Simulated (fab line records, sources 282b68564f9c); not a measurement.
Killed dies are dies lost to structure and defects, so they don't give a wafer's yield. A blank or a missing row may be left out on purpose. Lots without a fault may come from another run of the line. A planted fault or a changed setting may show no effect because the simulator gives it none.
Which tool did it? | flow rit_cmos | 14 lots, 42 wafers sampled, at 2 steps of a route of 202

WHAT THE GAUGES READ, wafer by wafer
The record holds no reading of a measuring or inspecting step that can be judged against a usual standard deviation.

WHICH TOOL RAN EACH LOT (tool, then ch and the chambers of the sampled wafers, then the start)
lot  | RIT_NSD_COAT_01                  | RIT_M1_PROBE_99
L888 | litho_track-01 ch 0, day 2 21:59 | -
L889 | litho_track-01 ch 0, day 3 04:26 | -
L890 | litho_track-03 ch 0, day 3 12:28 | -
L891 | litho_track-01 ch 0, day 3 14:50 | -
L892 | litho_track-03 ch 0, day 3 18:50 | -
L893 | litho_track-04 ch 0, day 4 00:01 | -
L894 | litho_track-01 ch 0, day 4 06:23 | -
L895 | litho_track-01 ch 0, day 4 14:23 | -
L900 | litho_track-01 ch 0, day 5 14:15 | prober-02, day 6 01:58
L902 | litho_track-04 ch 0, day 5 23:04 | -
L904 | litho_track-04 ch 0, day 6 12:01 | -
L906 | litho_track-03 ch 0, day 6 21:29 | -
L910 | litho_track-01 ch 0, day 7 13:11 | -
L911 | litho_track-03 ch 0, day 7 19:08 | -
- RIT_NSD_COAT_01: resist thk 1000 nm.
- RIT_M1_PROBE_99

WHAT THE TOOLS THEMSELVES READ (means of the sampled wafers that have a number; where no wafer has one, the mark that the record gives instead)
RIT_NSD_COAT_01. Usual: spin_speed_rpm 3250.0 rpm, standard deviation 2.5.
lot  | tool           | spin_speed_rpm (rpm) | flag
L888 | litho_track-01 | 3244.8               |
L889 | litho_track-01 | 3247.6               |
L890 | litho_track-03 | 3251.0               |
L891 | litho_track-01 | 3253.5               |
L892 | litho_track-03 | 3252.1               |
L893 | litho_track-04 | 3252.8               |
L894 | litho_track-01 | 3250.7               |
L895 | litho_track-01 | 3250.3               |
L900 | litho_track-01 | 3248.5               |
L902 | litho_track-04 | 3335.4               | OFF
L904 | litho_track-04 | 3334.9               | OFF
L906 | litho_track-03 | 3249.7               |
L910 | litho_track-01 | 3250.4               |
L911 | litho_track-03 | 3252.0               |

RIT_M1_PROBE_99. Usual: killed_at_M0_to_M3 0.1, standard deviation 0.34; killed_at_contacts 0.1, standard deviation 0.26; killed_at_front_end 7, standard deviation 3.1; killed_dies 7, standard deviation 3.1; killed_open 3.5, standard deviation 1.9; killed_short 3.4, standard deviation 2.1.
lot  | tool      | killed_at_M0_to_M3 | killed_at_contacts | killed_at_front_end | killed_dies | killed_open | killed_short | flag
L900 | prober-02 | 0.0                | 0.3                | 5                   | 5           | 2.3         | 2.7          |

THE ANSWER, worked out from the rows above alone
Rule: a lot is off if the mean of its wafers that have a number lies more than 3 standard deviations from the usual mean. A lot without any number at a reading at which 4 lots or more have one is off too. The other lots that the step has rows for count as sound. The gauges are gone through in route order, then the tools' own readings, and for those a lot's mean is taken as printed above. The first step at which some lot is off is used, and at that step the reading that is off furthest; a lot without a number counts as furthest.
Off: L902, L904, at RIT_NSD_COAT_01 (spin_speed_rpm).
A tool fits if, at that step or a process step before it, it ran every lot that is off, and no sound lot after the first of them. One fits: litho_track-04 at RIT_NSD_COAT_01. Its last sound lot is L893 (day 4 00:01), its first lot that is off L902 (day 5 23:04): a fault that began between those two fits.
The tool's own readings at RIT_NSD_COAT_01 bear it out: on the lots that are off they differ by more than 5 times the standard deviation of the sound lots' means. spin_speed_rpm reads 3335.2 rpm there against 3250.3 rpm on the sound lots.

WHAT THE SIMULATOR HAD PUT IN
Process parameter drift: litho_track-04, from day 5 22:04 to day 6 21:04, at RIT_NSD_COAT_01. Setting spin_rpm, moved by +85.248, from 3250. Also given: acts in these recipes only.
Lots struck among those shown: L902, L904. The rule above found the same.
